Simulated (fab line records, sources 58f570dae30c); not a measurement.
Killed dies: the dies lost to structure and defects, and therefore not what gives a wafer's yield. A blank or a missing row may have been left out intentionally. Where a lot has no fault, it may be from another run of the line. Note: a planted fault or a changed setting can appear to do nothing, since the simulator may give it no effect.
A lot that was struck, set against a sound lot / flow berkeley_cmos170 / 22 steps out of a route of 331
Sound: wafers L847.1, L847.3, L847.6. Struck: wafers L856.3, L856.4, L856.5. The cause is named last.
Per side, at each step with rows, come the tool, then ch with its chambers, and then its first start. Under that, the readings that differ: sound wafers / struck wafers / difference of the means / sigmas: that difference in standard deviations of wafers without a fault.
alike: readings with means less than 2 such deviations apart, plus words and numbers identical on both sides. not compared: withheld readings, readings lacking a value on some wafer, bounds such as >300 that could conceal the same value, and numbers that have no deviation in the record and whose values overlap.
A row with sigmas, a row that says differs or no value, or rows on one side alone: a step with any of these is where the two part. When numbers do not overlap yet have no deviation, they are printed without sigmas and do not part them. Lack of a reading on every wafer of one side parts them only where that side has two or more wafers.

UCB170_SILICIDE_RTA_04: time 15 s.
  sound on rtp_anneal-02 ch 0, day 8 14:19; struck on rtp_anneal-01 ch 0, day 10 06:20
reading=lamp_power_pct (%); sound=10.19 10.19 10.20; struck=9.70 9.68 9.70; difference=-0.50; sigmas=-2
  alike: wafer_temp_C_max
then, 3 steps without rows for these wafers: UCB170_SILICIDE_WET_ETCH_05 (etches Ti in SPM, time 45 s); UCB170_CONTACT_CLEAN_00 (cleans in SPM, time 600 s); UCB170_CONTACT_CVD_01 (deposits PSG from SiH4/O2/PH3, target thk 700 nm, time 2820 s).
UCB170_CONTACT_THK_MEAS_02:
  sound on film_metro-04, day 8 16:32; struck on film_metro-01, day 10 09:34
  alike: CONTACT_PSG_THK
then, 3 steps without rows for these wafers: UCB170_CONTACT_HMDS_03 (prime time 60 s); UCB170_CONTACT_COAT_04 (resist thk 900 nm); UCB170_CONTACT_SOFTBAKE_05 (time 60 s).
UCB170_CONTACT_STRIP_06: strips in O2.
  sound on plasma_asher-03 ch 0,1, day 8 17:16; struck on plasma_asher-03 ch 0,1, day 10 10:42
  alike: chamber_pressure_mTorr, drypump_motor_current_A, oes_product_au, strip_time_to_endpoint_s
  not compared: rf_hours_counter_h
then, 1 step without rows for these wafers: UCB170_CONTACT_CLEAN_07 (cleans in SPM, time 600 s).
UCB170_CONTACT_RTA_08: time 10 s.
  sound on rtp_anneal-02 ch 0, day 8 17:32; struck on rtp_anneal-01 ch 0, day 10 10:58
reading=lamp_power_pct (%); sound=23.8 23.8 23.8; struck=22.6 22.6 22.6; difference=-1.2; sigmas=-2
  alike: wafer_temp_C_max
after that, 1 step had no rows for these wafers: UCB170_CONTACT_COAT_09.
UCB170_CONTACT_COAT_10: resist thk 900 nm.
  sound on litho_track-01 ch 0, day 8 17:00; struck on litho_track-01 ch 0, day 10 11:00
reading=model.KrF_of_CONTACT_COAT_10.thk_nm (nm); sound=897.4 895.9 898; struck=932.7 930.8 932.9; difference=+35.0; sigmas=
then, 4 steps without rows for these wafers: UCB170_CONTACT_SOFTBAKE_11 (time 60 s); UCB170_CONTACT_EXPOSE_12 (exposes mask CONT, target cd 700 nm); UCB170_CONTACT_PEB_13; UCB170_CONTACT_DEVELOP_14 (develop time 45 s).
UCB170_CONTACT_CD_MEAS_15 targets a cd of 700 nm.
  sound on cd_sem-01, day 8 19:14; struck on cd_sem-01, day 10 13:08
  alike: cd_nm
UCB170_CONTACT_OVL_MEAS_16:
  sound on overlay-02, day 8 19:21; struck on overlay-01, day 10 13:13
  alike: CONTACT_OVL
UCB170_CONTACT_ETCH_17: etches BARC in N2/H2.
  sound on rie_diel-03 ch 0,3, day 8 19:23; struck on rie_diel-03 ch 0,1,3, day 10 13:14
  alike: chamber_pressure_mTorr, drypump_motor_current_A, oes_product_au, throttle_valve_pct
UCB170_CONTACT_ETCH_18: etches PSG in CHF3/CF4/Ar, stops on TiSi2, target depth 840 nm, time 195 s.
  sound: rie_diel-03 ch 0,3; struck: rie_diel-03 ch 0,1,3
reading=model.KrF_of_CONTACT_COAT_10.thk_nm (nm); sound=691.1 693.9 696.8; struck=727.6 722.4 731.6; difference=+33.3; sigmas=
  alike: chamber_pressure_mTorr, drypump_motor_current_A, oes_product_au, throttle_valve_pct
  not compared: rf_hours_counter_h
UCB170_CONTACT_STRIP_19: strips in O2.
  sound on plasma_asher-01 ch 1, day 8 19:33; struck on plasma_asher-01 ch 0,1, day 10 13:26
  alike: chamber_pressure_mTorr, drypump_motor_current_A, oes_product_au
  not compared: rf_hours_counter_h

## WHERE THEY PART
Earliest at UCB170_SILICIDE_RTA_04; latest, in this record, at UCB170_CONTACT_RTA_08. Later steps at which nothing parts them and some readings are alike: UCB170_CONTACT_CD_MEAS_15, UCB170_CONTACT_OVL_MEAS_16, UCB170_CONTACT_ETCH_17, UCB170_CONTACT_ETCH_18, UCB170_CONTACT_STRIP_19.

WHY: what the simulator had put in
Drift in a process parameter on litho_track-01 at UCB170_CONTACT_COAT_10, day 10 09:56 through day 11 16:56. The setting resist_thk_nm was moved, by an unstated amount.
